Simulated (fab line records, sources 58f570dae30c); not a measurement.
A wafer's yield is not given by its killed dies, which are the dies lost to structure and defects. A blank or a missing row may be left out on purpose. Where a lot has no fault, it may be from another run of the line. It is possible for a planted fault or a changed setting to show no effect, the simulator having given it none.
fab line records | flow berkeley-cmos170
record lots=5 | wafers=23
route steps=331 shown CONTACT@233 V1@263 V2@294 M3@314
start-h: hours from the record's first day to the start of the lot's first wafer shown | wait-h: hours since the lot's step before | " identical to the entry in the row above | L1.1+2: a single row standing in for several wafers | - no value, or no start was given | * or withheld: withheld | < > ~ a bound
route shown NAME@n: a module of which the file shows steps, and the number in the route of the first | usual: the fault-free wafers' mean and standard deviation | same: alike in all rows | chamber/n: place in a boat | sites: each site's reading | _std_site: the standard deviation of these | _edge_site: mean of outer sites minus mean of inner sites | radius-mm: how far each site lies from the wafer's centre | mask NAME#n: copy n | behind: the tool/chamber that last shaped the wafer | hold: what put the lot on hold/how long, in hours/how the hold closed | device: transistor that didn't switch, given as n, p or np | end of line: tests of these same wafers at the route's end | for a step that has no rows: nothing shown but its recipe | killed: count of dies lost to structure and defects at first sort (not the wafer's yield) | map: shows each die of a wafer: x if killed, . if not, _ if none is there
set.NAME: the setting that was run; set.NAME@STEP: the one run at that earlier step | model.NAME: the simulator's own value behind a step, which no gauge read
one table per step and one row per wafer, for lots whose settings were changed on purpose
## steps
# step UCB170_CONTACT_ETCH_17
# recipe chemistry=N2/H2 | target-depth-a=withheld | overetch-a=withheld | target=BARC | time-s=withheld | source-w=500 | bias-w=100 | pressure-mtorr=30 | n2-flow-sccm=100 | h2-flow-sccm=200
# usual oes-product-au=1.002/0.02
lot.wafer | tool        | chamber | start-h | wait-h | set.source-w | set.dose-mj@CONTACT_EXPOSE_12 | oes-product-au | model.CONTACT.cd-nm
L074.1    | rie-diel-01 | 0       | 131.98  | 0.0    | 545.1        | 35                            | 1.081          | 699.2
L074.2    | "           | 1       | "       | "      | 545.1        | 37.29                         | 1.044          | 710.6
L074.3    | "           | 3       | "       | "      | 545.1        | 37.29                         | 1.045          | 710.8
L074.4    | "           | 2       | "       | "      | 500          | 37.29                         | 0.985          | 711.4
L074.5    | "           | 0       | "       | "      | 500          | 35                            | 1.025          | 700.2
L078.2    | rie-diel-02 | 2       | 170.67  | 0.0    | 500          | 35                            | 0.975          | 700.3
L078.3    | "           | 3       | "       | "      | 558          | 35                            | 1.036          | 700.8
L078.4    | "           | 1       | "       | "      | 558          | 35.92                         | 1.063          | 706.5
L078.5    | "           | 0       | "       | "      | 500          | 35.92                         | 0.984          | 703.5
L078.6    | "           | 1       | "       | "      | 558          | 35.92                         | 1.068          | 705.4
L083.1    | rie-diel-01 | 1       | 180.87  | 0.0    | 500          | 34.22                         | 1.001          | 695.2
L083.2    | "           | 2       | "       | "      | 500          | 35                            | 0.995          | 700.6
L083.4    | "           | 0       | "       | "      | 557.5        | 35                            | 1.093          | 702.4
L083.5    | "           | 0       | "       | "      | 557.5        | 35                            | 1.093          | 703.9
L083.6    | "           | 3       | "       | "      | 557.5        | 34.22                         | 1.049          | 698.5
L082.1    | rie-diel-03 | 2       | 181.47  | 0.0    | 550.5        | 35                            | 1.046          | 699.6
L082.2    | "           | 1       | "       | "      | 550.5        | 35                            | 1.074          | 700.8
L082.3    | "           | 3       | "       | "      | 550.5        | 35                            | 1.069          | 699.9
L082.5    | "           | 1       | "       | "      | 500          | 35                            | 1.033          | 700.2
L082.6    | "           | 2       | "       | "      | 500          | 35                            | 0.985          | 698.1
L084.2    | rie-diel-01 | 0       | 190.76  | 0.0    | 500          | 35                            | 1.048          | 698.6
L084.4    | "           | 2       | "       | "      | 500          | 35                            | 1.001          | 697.2
L084.5    | "           | 0       | "       | "      | 500          | 35                            | 1.046          | 699.5
# step UCB170_CONTACT_ETCH_18
# recipe chemistry=CHF3/CF4/Ar | target=PSG | stop-on=TiSi2 | CHF3_flow_sccm=45 | cf4-flow-sccm=15 | Ar_flow_sccm=150 | pressure-mtorr=200 | rf-w=700 | target-depth-a=8400 | over-etch-frac=0.2 | time-s=195
# step UCB170_CONTACT_STRIP_19
# recipe chemistry=O2 | power-w=400 | pressure-mtorr=3500 | platen-temp-c=withheld | o2-flow-sccm=400 | overash-fraction=0.5
# step UCB170_CONTACT_CD_MEAS_90
# recipe target-cd-nm=700
# usual cd-nm=699.7/1.4
lot.wafer | tool      | chamber | start-h | wait-h | set.dose-mj@CONTACT_EXPOSE_12 | cd-nm
L074.1    | cd-sem-02 | -       | 132.25  | 0.1    | 35                            | 699.5
L074.2    | "         | -       | "       | "      | 37.29                         | 710.5
L074.3    | "         | -       | "       | "      | 37.29                         | 710.8
L074.4    | "         | -       | "       | "      | 37.29                         | 711.3
L074.5    | "         | -       | "       | "      | 35                            | 699.8
L078.2    | cd-sem-01 | -       | 170.96  | 0.1    | 35                            | 699.6
L078.3    | "         | -       | "       | "      | 35                            | 700.8
L078.4    | "         | -       | "       | "      | 35.92                         | 707.1
L078.5    | "         | -       | "       | "      | 35.92                         | 703.6
L078.6    | "         | -       | "       | "      | 35.92                         | 705.8
L083.1    | cd-sem-02 | -       | 181.20  | 0.1    | 34.22                         | 695.3
L083.2    | "         | -       | "       | "      | 35                            | 700.8
L083.4    | "         | -       | "       | "      | 35                            | 703.2
L083.5    | "         | -       | "       | "      | 35                            | 704.3
L083.6    | "         | -       | "       | "      | 34.22                         | 699.2
L082.1    | cd-sem-02 | -       | 181.84  | 0.2    | 35                            | 699.0
L082.2    | "         | -       | "       | "      | 35                            | 700.9
L082.3    | "         | -       | "       | "      | 35                            | 700.2
L082.5    | "         | -       | "       | "      | 35                            | 700.9
L082.6    | "         | -       | "       | "      | 35                            | 697.7
L084.2    | cd-sem-02 | -       | 191.34  | 0.4    | 35                            | 698.5
L084.4    | "         | -       | "       | "      | 35                            | 697.1
L084.5    | "         | -       | "       | "      | 35                            | 699.9
# step UCB170_V1_EXPOSE_09
# recipe mask-id=VIA1 | target-cd-nm=700 | na=0.5 | sigma-outer=0.6 | source-shape=conventional | dose-mj=37
lot.wafer      | tool           | chamber | start-h | wait-h | mask   | set.dose-mj
L074.1+3+4     | krf-scanner-02 | 0       | 140.75  | 0.2    | VIA1#0 | 37
L074.2+5       | "              | 0       | "       | "      | VIA1#0 | 36.25
L078.2+3+4+5+6 | krf-scanner-01 | 0       | 178.63  | 0.2    | VIA1#0 | 37
L083.1+4+5     | krf-scanner-02 | 0       | 189.16  | 0.1    | VIA1#0 | 38.85
L083.2+6       | "              | 0       | "       | "      | VIA1#0 | 37
L082.1+5       | krf-scanner-02 | 0       | 189.28  | 0.2    | VIA1#0 | 37
L082.2+3+6     | "              | 0       | "       | "      | VIA1#0 | 36.12
L084.2+4+5     | krf-scanner-02 | 0       | 199.18  | 0.1    | VIA1#0 | 37
# step UCB170_V1_PEB_10
# recipe peb-temp-c=130 | peb-time-s=withheld | resist=KrF
# step UCB170_V1_DEVELOP_11
# recipe developer=TMAH | develop-time-s=45 | resist=KrF | dev-temp-c=21
# step UCB170_V1_CD_MEAS_12
# recipe target-cd-nm=700
# usual cd-nm=699.9/1.4
lot.wafer | tool      | chamber | start-h | wait-h | set.dose-mj@V1_EXPOSE_09 | cd-nm
L074.1    | cd-sem-01 | -       | 141.14  | -      | 37                       | 700.9
L074.2    | "         | -       | "       | "      | 36.25                    | 698.1
L074.3    | "         | -       | "       | "      | 37                       | 701.2
L074.4    | "         | -       | "       | "      | 37                       | 701.4
L074.5    | "         | -       | "       | "      | 36.25                    | 696.9
L078.2    | cd-sem-02 | -       | 179.23  | -      | 37                       | 698.4
L078.3    | "         | -       | "       | "      | 37                       | 699.3
L078.4    | "         | -       | "       | "      | 37                       | 698.1
L078.5    | "         | -       | "       | "      | 37                       | 700.0
L078.6    | "         | -       | "       | "      | 37                       | 698.6
L083.1    | cd-sem-02 | -       | 189.88  | -      | 38.85                    | 710.0
L083.2    | "         | -       | "       | "      | 37                       | 700.8
L083.4    | "         | -       | "       | "      | 38.85                    | 710.3
L083.5    | "         | -       | "       | "      | 38.85                    | 709.7
L083.6    | "         | -       | "       | "      | 37                       | 700.9
L082.1    | cd-sem-02 | -       | 190.00  | -      | 37                       | 699.8
L082.2    | "         | -       | "       | "      | 36.12                    | 695.3
L082.3    | "         | -       | "       | "      | 36.12                    | 696.7
L082.5    | "         | -       | "       | "      | 37                       | 700.4
L082.6    | "         | -       | "       | "      | 36.12                    | 696.2
L084.2    | cd-sem-02 | -       | 199.57  | -      | 37                       | 699.1
L084.4    | "         | -       | "       | "      | 37                       | 698.7
L084.5    | "         | -       | "       | "      | 37                       | 700.7
# step UCB170_V1_ETCH_14
# recipe chemistry=CHF3/CF4/Ar | target=SiO2 | stop-on=Al | CHF3_flow_sccm=45 | cf4-flow-sccm=15 | Ar_flow_sccm=150 | pressure-mtorr=200 | rf-w=700 | target-depth-a=12500 | over-etch-frac=0.25 | time-s=291
lot.wafer | tool        | chamber | start-h | wait-h | set.dose-mj@V1_EXPOSE_09 | model.V1.cd-nm
L074.1    | rie-diel-03 | 3       | 141.29  | 0.0    | 37                       | 701.7
L074.2    | "           | 0       | "       | "      | 36.25                    | 698.6
L074.3+4  | "           | 1,2     | "       | "      | 37                       | 701.8
L074.5    | "           | 1       | "       | "      | 36.25                    | 697.6
L078.2    | rie-diel-01 | 2       | 179.36  | 0.0    | 37                       | 698.9
L078.3    | "           | 1       | "       | "      | 37                       | 698.8
L078.4    | "           | 3       | "       | "      | 37                       | 698.7
L078.5    | "           | 2       | "       | "      | 37                       | 700.4
L078.6    | "           | 3       | "       | "      | 37                       | 699.4
L083.1    | rie-diel-03 | 0       | 190.04  | 0.0    | 38.85                    | 710
L083.2    | "           | 2       | "       | "      | 37                       | 700.8
L083.4    | "           | 1       | "       | "      | 38.85                    | 711
L083.5    | "           | 2       | "       | "      | 38.85                    | 710.7
L083.6    | "           | 0       | "       | "      | 37                       | 701.1
L082.1    | rie-diel-01 | 2       | 190.16  | 0.0    | 37                       | 699.1
L082.2    | "           | 0       | "       | "      | 36.12                    | 696.2
L082.3    | "           | 3       | "       | "      | 36.12                    | 697.3
L082.5    | "           | 3       | "       | "      | 37                       | 701.1
L082.6    | "           | 2       | "       | "      | 36.12                    | 695.6
L084.2    | rie-diel-03 | 1       | 199.70  | 0.0    | 37                       | 699.4
L084.4    | "           | 0       | "       | "      | 37                       | 698.5
L084.5    | "           | 0       | "       | "      | 37                       | 700.8
# step UCB170_V1_STRIP_15
# recipe chemistry=O2 | power-w=400 | pressure-mtorr=3500 | platen-temp-c=withheld | o2-flow-sccm=400 | overash-fraction=0.5
# step UCB170_V1_CD_MEAS_90
# recipe target-cd-nm=700
# usual cd-nm=700.1/1.6
lot.wafer | tool      | chamber | start-h | wait-h | set.dose-mj@V1_EXPOSE_09 | cd-nm
L074.1    | cd-sem-01 | -       | 141.57  | 0.1    | 37                       | 701.5
L074.2    | "         | -       | "       | "      | 36.25                    | 698.4
L074.3    | "         | -       | "       | "      | 37                       | 701.8
L074.4    | "         | -       | "       | "      | 37                       | 701.5
L074.5    | "         | -       | "       | "      | 36.25                    | 698.0
L078.2    | cd-sem-02 | -       | 179.66  | 0.1    | 37                       | 699.0
L078.3    | "         | -       | "       | "      | 37                       | 698.5
L078.4    | "         | -       | "       | "      | 37                       | 698.9
L078.5    | "         | -       | "       | "      | 37                       | 700.4
L078.6    | "         | -       | "       | "      | 37                       | 699.7
L083.1    | cd-sem-02 | -       | 190.48  | 0.2    | 38.85                    | 709.8
L083.2    | "         | -       | "       | "      | 37                       | 701.3
L083.4    | "         | -       | "       | "      | 38.85                    | 711.2
L083.5    | "         | -       | "       | "      | 38.85                    | 710.7
L083.6    | "         | -       | "       | "      | 37                       | 701.2
L082.1    | cd-sem-02 | -       | 190.72  | 0.4    | 37                       | 699.3
L082.2    | "         | -       | "       | "      | 36.12                    | 696.4
L082.3    | "         | -       | "       | "      | 36.12                    | 697.3
L082.5    | "         | -       | "       | "      | 37                       | 701.0
L082.6    | "         | -       | "       | "      | 36.12                    | 695.5
L084.2    | cd-sem-01 | -       | 200.09  | 0.1    | 37                       | 699.4
L084.4    | "         | -       | "       | "      | 37                       | 698.6
L084.5    | "         | -       | "       | "      | 37                       | 700.9
# step UCB170_V2_CMP_02
# recipe material=SiO2 | down-force-psi=6 | platen-rpm=60 | pad-velocity-m-s=0.75398
lot.wafer | tool   | chamber | start-h | wait-h | set.leave-above-ref-nm | model.SiO2_of_V2_CVD_00.thk-nm
L074.4+5  | cmp-01 | 2,3     | 146.27  | 0.0    | 1000                   | 1001
L074.1    | "      | 3       | "       | "      | 959.8                  | 960.2
L074.3    | "      | 0       | "       | "      | 959.8                  | 959
L074.2    | "      | 1       | "       | "      | 1000                   | 999.1
L078.3+4  | cmp-02 | 2,0     | 183.43  | 0.1    | 1036                   | 1037
L078.2    | "      | 3       | "       | "      | 1036                   | 1035
L078.5    | "      | 1       | "       | "      | 1000                   | 1001
L078.6    | "      | 2       | "       | "      | 1000                   | 999.6
L083.1    | cmp-01 | 0       | 194.58  | 0.1    | 1032                   | 1031
L083.4    | "      | 2       | "       | "      | 1000                   | 999.6
L083.2+5  | "      | 3,1     | "       | "      | 1032                   | 1032
L083.6    | "      | 0       | "       | "      | 1000                   | 999.4
L082.3    | cmp-02 | 2       | 194.81  | 0.0    | 1072                   | 1071
L082.2    | "      | 0       | "       | "      | 1000                   | 1000
L082.1    | "      | 1       | "       | "      | 1000                   | 999.8
L082.5    | "      | 2       | "       | "      | 1072                   | 1072
L082.6    | "      | 3       | "       | "      | 1000                   | 999.1
L084.2    | cmp-02 | 3       | 203.91  | 0.1    | 1000                   | 999.5
L084.4    | "      | 0       | "       | "      | 1000                   | 999.3
L084.5    | "      | 2       | "       | "      | 1000                   | 999.7
# step UCB170_V2_THK_MEAS_04
# recipe reads=SiO2_of_V2_CVD_00
# usual V2_POLISHED_THK=999.4/1.1
lot.wafer | tool          | chamber | start-h | wait-h | set.leave-above-ref-nm@V2_CMP_02 | V2_POLISHED_THK[nm]
L074.1    | film-metro-03 | -       | 146.69  | 0.1    | 959.8                            | 960.2
L074.2    | "             | -       | "       | "      | 1000                             | 998.9
L074.3    | "             | -       | "       | "      | 959.8                            | 958.5
L074.4    | "             | -       | "       | "      | 1000                             | 1001.1
L074.5    | "             | -       | "       | "      | 1000                             | 1000.1
L078.2    | film-metro-04 | -       | 183.81  | 0.1    | 1036                             | 1034.4
L078.3    | "             | -       | "       | "      | 1036                             | 1036.7
L078.4    | "             | -       | "       | "      | 1036                             | 1037.5
L078.5    | "             | -       | "       | "      | 1000                             | 1000.7
L078.6    | "             | -       | "       | "      | 1000                             | 999.5
L083.1    | film-metro-03 | -       | 195.00  | 0.1    | 1032                             | 1031.3
L083.2    | "             | -       | "       | "      | 1032                             | 1031.9
L083.4    | "             | -       | "       | "      | 1000                             | 999.5
L083.5    | "             | -       | "       | "      | 1032                             | 1031.6
L083.6    | "             | -       | "       | "      | 1000                             | 998.4
L082.1    | film-metro-03 | -       | 195.23  | 0.1    | 1000                             | 1000.4
L082.2    | "             | -       | "       | "      | 1000                             | 1000.9
L082.3    | "             | -       | "       | "      | 1072                             | 1070.3
L082.5    | "             | -       | "       | "      | 1072                             | 1071.9
L082.6    | "             | -       | "       | "      | 1000                             | 998.8
L084.2    | film-metro-03 | -       | 204.29  | 0.1    | 1000                             | 998.7
L084.4    | "             | -       | "       | "      | 1000                             | 999.1
L084.5    | "             | -       | "       | "      | 1000                             | 999.6
# step UCB170_V2_ETCH_14
# recipe chemistry=CHF3/CF4/Ar | target=SiO2 | stop-on=Al | CHF3_flow_sccm=45 | cf4-flow-sccm=15 | Ar_flow_sccm=150 | pressure-mtorr=200 | rf-w=700 | target-depth-a=12500 | over-etch-frac=0.25 | time-s=291
lot.wafer | tool        | chamber | start-h | wait-h | set.time-s | set.leave-above-ref-nm@V2_CMP_02 | model.V2.feature-depth-nm | model.etch.depth-nm | model.KrF_of_V2_COAT_07.thk-nm
L074.1    | rie-diel-02 | 3       | 148.49  | 0.0    | 291        | 959.8                            | 960.2                     | 960.2               | 614.9
L074.2    | "           | 0       | "       | "      | 277.6      | 1000                             | 999.1                     | 999.1               | 623.6
L074.3    | "           | 1       | "       | "      | 277.6      | 959.8                            | 959                       | 959                 | 624.8
L074.4    | "           | 0       | "       | "      | 291        | 1000                             | 1001                      | 1001                | 608.9
L074.5    | "           | 1       | "       | "      | 291        | 1000                             | 1001                      | 1001                | 614.8
L078.2    | rie-diel-01 | 0       | 185.38  | 0.0    | 291        | 1036                             | 1036                      | 1035                | 601.4
L078.3    | "           | 2       | "       | "      | 291        | 1036                             | 1037                      | 1037                | 609.8
L078.4    | "           | 1       | "       | "      | 266.7      | 1036                             | 1037                      | 1037                | 627.8
L078.5    | "           | 1       | "       | "      | 266.7      | 1000                             | 1001                      | 1001                | 627.9
L078.6    | "           | 2       | "       | "      | 266.7      | 1000                             | 999.6                     | 999.6               | 634
L083.1    | rie-diel-01 | 3       | 196.36  | 0.0    | 261.3      | 1032                             | 1031                      | 1031                | 634.1
L083.2    | "           | 0       | "       | "      | 261.3      | 1032                             | 1032                      | 1032                | 631.7
L083.4    | "           | 1       | "       | "      | 291        | 1000                             | 999.7                     | 999.6               | 605.1
L083.5    | "           | 0       | "       | "      | 291        | 1032                             | 1033                      | 1032                | 601.2
L083.6    | "           | 3       | "       | "      | 261.3      | 1000                             | 999.4                     | 999.4               | 634.7
L082.1    | rie-diel-03 | 0       | 196.60  | 0.0    | 312.9      | 1000                             | 1002                      | 999.8               | 590.4
L082.2    | "           | 1       | "       | "      | 291        | 1000                             | 1000                      | 1000                | 608.9
L082.3    | "           | 2       | "       | "      | 312.9      | 1072                             | 1073                      | 1071                | 602.2
L082.5    | "           | 0       | "       | "      | 312.9      | 1072                             | 1074                      | 1072                | 590.8
L082.6    | "           | 1       | "       | "      | 291        | 1000                             | 999.2                     | 999.1               | 611.1
L084.2    | rie-diel-02 | 1       | 205.71  | 0.0    | 291        | 1000                             | 999.5                     | 999.5               | 612.8
L084.4    | "           | 0       | "       | "      | 291        | 1000                             | 999.6                     | 999.3               | 606.6
L084.5    | "           | 3       | "       | "      | 291        | 1000                             | 999.7                     | 999.7               | 612.8
# step UCB170_V2_STRIP_15
# recipe chemistry=O2 | power-w=400 | pressure-mtorr=3500 | platen-temp-c=withheld | o2-flow-sccm=400 | overash-fraction=0.5
# usual strip-time-to-endpoint-s=15.30/0.14
lot.wafer | tool            | chamber | start-h | wait-h | set.time-s@V2_ETCH_14 | strip-time-to-endpoint-s
L074.1    | plasma-asher-04 | 0       | 148.67  | 0.1    | 291                   | 15.42
L074.2    | "               | 1       | "       | "      | 277.6                 | 15.62
L074.3    | "               | 0       | "       | "      | 277.6                 | 15.64
L074.4    | "               | 1       | "       | "      | 291                   | 15.28
L074.5    | "               | 1       | "       | "      | 291                   | 15.42
L078.2    | plasma-asher-04 | 0       | 185.56  | 0.1    | 291                   | 15.12
L078.3    | "               | 0       | "       | "      | 291                   | 15.31
L078.4    | "               | 1       | "       | "      | 266.7                 | 15.74
L078.5    | "               | 1       | "       | "      | 266.7                 | 15.73
L078.6    | "               | 0       | "       | "      | 266.7                 | 15.88
L083.1    | plasma-asher-04 | 1       | 196.54  | 0.1    | 261.3                 | 15.88
L083.2    | "               | 0       | "       | "      | 261.3                 | 15.84
L083.4    | "               | 1       | "       | "      | 291                   | 15.18
L083.5    | "               | 0       | "       | "      | 291                   | 15.10
L083.6    | "               | 1       | "       | "      | 261.3                 | 15.90
L082.1    | plasma-asher-03 | 1       | 196.78  | 0.1    | 312.9                 | 14.84
L082.2    | "               | 0       | "       | "      | 291                   | 15.27
L082.3    | "               | 1       | "       | "      | 312.9                 | 15.14
L082.5    | "               | 0       | "       | "      | 312.9                 | 14.86
L082.6    | "               | 1       | "       | "      | 291                   | 15.35
L084.2    | plasma-asher-02 | 1       | 205.89  | 0.1    | 291                   | 15.37
L084.4    | "               | 1       | "       | "      | 291                   | 15.22
L084.5    | "               | 1       | "       | "      | 291                   | 15.37
# step UCB170_M3_COAT_05
# recipe resist=KrF | spin-rpm=1500 | resist-thk-nm=900
lot.wafer | tool           | chamber | start-h | wait-h | set.resist-thk-nm | model.KrF_of_M3_COAT_05.thk-nm
L074.1    | litho-track-04 | 0       | 149.37  | 0.1    | 923.8             | 920.1
L074.2    | "              | 0       | "       | "      | 923.8             | 921.1
L074.3    | "              | 0       | "       | "      | 923.8             | 921.2
L074.4    | "              | 0       | "       | "      | 900               | 896.4
L074.5    | "              | 0       | "       | "      | 900               | 894.3
L078.2    | litho-track-02 | 0       | 186.45  | 0.1    | 928               | 926.9
L078.3    | "              | 0       | "       | "      | 928               | 928.2
L078.4    | "              | 0       | "       | "      | 900               | 898.4
L078.5    | "              | 0       | "       | "      | 900               | 897.1
L078.6    | "              | 0       | "       | "      | 928               | 925.5
L083.1+4  | litho-track-03 | 0       | 197.24  | 0.1    | 900               | 899.7
L083.2    | "              | 0       | "       | "      | 900               | 901.7
L083.5    | "              | 0       | "       | "      | 900               | 897
L083.6    | "              | 0       | "       | "      | 900               | 899.1
L082.1    | litho-track-04 | 0       | 197.59  | 0.1    | 871.2             | 868.8
L082.2    | "              | 0       | "       | "      | 871.2             | 867.4
L082.3    | "              | 0       | "       | "      | 900               | 899.6
L082.5    | "              | 0       | "       | "      | 871.2             | 869.9
L082.6    | "              | 0       | "       | "      | 900               | 897.6
L084.2    | litho-track-02 | 0       | 206.85  | 0.1    | 900               | 900.4
L084.4    | "              | 0       | "       | "      | 900               | 901.3
L084.5    | "              | 0       | "       | "      | 900               | 899.6
# step UCB170_M3_SOFTBAKE_06
# recipe resist=KrF | temp-c=130 | time-s=60
# step UCB170_M3_STRIP_07
# recipe chemistry=O2 | power-w=400 | pressure-mtorr=3500 | platen-temp-c=withheld | o2-flow-sccm=400 | overash-fraction=0.5
# usual strip-time-to-endpoint-s=21.95/0.053
lot.wafer | tool            | chamber | start-h | wait-h | set.resist-thk-nm@M3_COAT_05 | strip-time-to-endpoint-s
L074.1    | plasma-asher-02 | 0       | 149.67  | 0.1    | 923.8                        | 22.44
L074.2    | "               | 1       | "       | "      | 923.8                        | 22.46
L074.3    | "               | 1       | "       | "      | 923.8                        | 22.48
L074.4    | "               | 0       | "       | "      | 900                          | 21.88
L074.5    | "               | 1       | "       | "      | 900                          | 21.83
L078.2    | plasma-asher-01 | 0       | 186.72  | 0.1    | 928                          | 22.59
L078.3    | "               | 0       | "       | "      | 928                          | 22.65
L078.4    | "               | 1       | "       | "      | 900                          | 21.93
L078.5    | "               | 1       | "       | "      | 900                          | 21.89
L078.6    | "               | 0       | "       | "      | 928                          | 22.57
L083.1    | plasma-asher-01 | 1       | 197.54  | 0.1    | 900                          | 21.94
L083.2    | "               | 0       | "       | "      | 900                          | 22.01
L083.4    | "               | 1       | "       | "      | 900                          | 21.98
L083.5    | "               | 0       | "       | "      | 900                          | 21.90
L083.6    | "               | 1       | "       | "      | 900                          | 21.95
L082.1    | plasma-asher-01 | 0       | 197.89  | 0.1    | 871.2                        | 21.23
L082.2    | "               | 1       | "       | "      | 871.2                        | 21.18
L082.3    | "               | 1       | "       | "      | 900                          | 21.96
L082.5    | "               | 1       | "       | "      | 871.2                        | 21.24
L082.6    | "               | 0       | "       | "      | 900                          | 21.90
L084.2    | plasma-asher-01 | 1       | 207.13  | 0.1    | 900                          | 21.97
L084.4    | "               | 1       | "       | "      | 900                          | 22.01
L084.5    | "               | 0       | "       | "      | 900                          | 21.96
## key
split step=UCB170_CONTACT_ETCH_17 | setting=source-w | stated=500 | by=wafer
response step=UCB170_CONTACT_ETCH_17 | reading=oes-product-au | change=+0.00627 | per=1% | r=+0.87
split step=UCB170_V1_EXPOSE_09 | setting=dose-mj | stated=37 | by=wafer
response step=UCB170_V1_CD_MEAS_12 | reading=cd-nm | change=+1.8 | per=1% | r=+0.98
response step=UCB170_V1_ETCH_14 | reading=model.V1.cd-nm | change=+1.86 | per=1% | r=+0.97
response step=UCB170_V1_CD_MEAS_90 | reading=cd-nm | change=+1.79 | per=1% | r=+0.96
split step=UCB170_V2_CMP_02 | setting=leave-above-ref-nm | stated=1000 | by=wafer
response step=UCB170_V2_CMP_02 | reading=model.SiO2_of_V2_CVD_00.thk-nm | change=+10 | per=1% | r=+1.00
response step=UCB170_V2_THK_MEAS_04 | reading=V2_POLISHED_THK | change=+9.97 | per=1% | r=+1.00
response step=UCB170_V2_ETCH_14 | reading=model.V2.feature-depth-nm | change=+10.1 | per=1% | r=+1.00
response step=UCB170_V2_ETCH_14 | reading=model.etch.depth-nm | change=+10 | per=1% | r=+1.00
split step=UCB170_V2_ETCH_14 | setting=time-s | stated=291 | by=wafer
response step=UCB170_V2_ETCH_14 | reading=model.KrF_of_V2_COAT_07.thk-nm | change=-2.71 | per=1% | r=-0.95
response step=UCB170_V2_STRIP_15 | reading=strip-time-to-endpoint-s | change=* | per=1% | r=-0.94
split step=UCB170_M3_COAT_05 | setting=resist-thk-nm | stated=900 | by=wafer
response step=UCB170_M3_COAT_05 | reading=model.KrF_of_M3_COAT_05.thk-nm | change=+9.41 | per=1% | r=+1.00
response step=UCB170_M3_STRIP_07 | reading=strip-time-to-endpoint-s | change=* | per=1% | r=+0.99
split outside-this-file step=UCB170_CONTACT_EXPOSE_12 setting=dose-mj
# split outside-this-file: this setting was split too, and the file shows its column; the key of that split is in another file
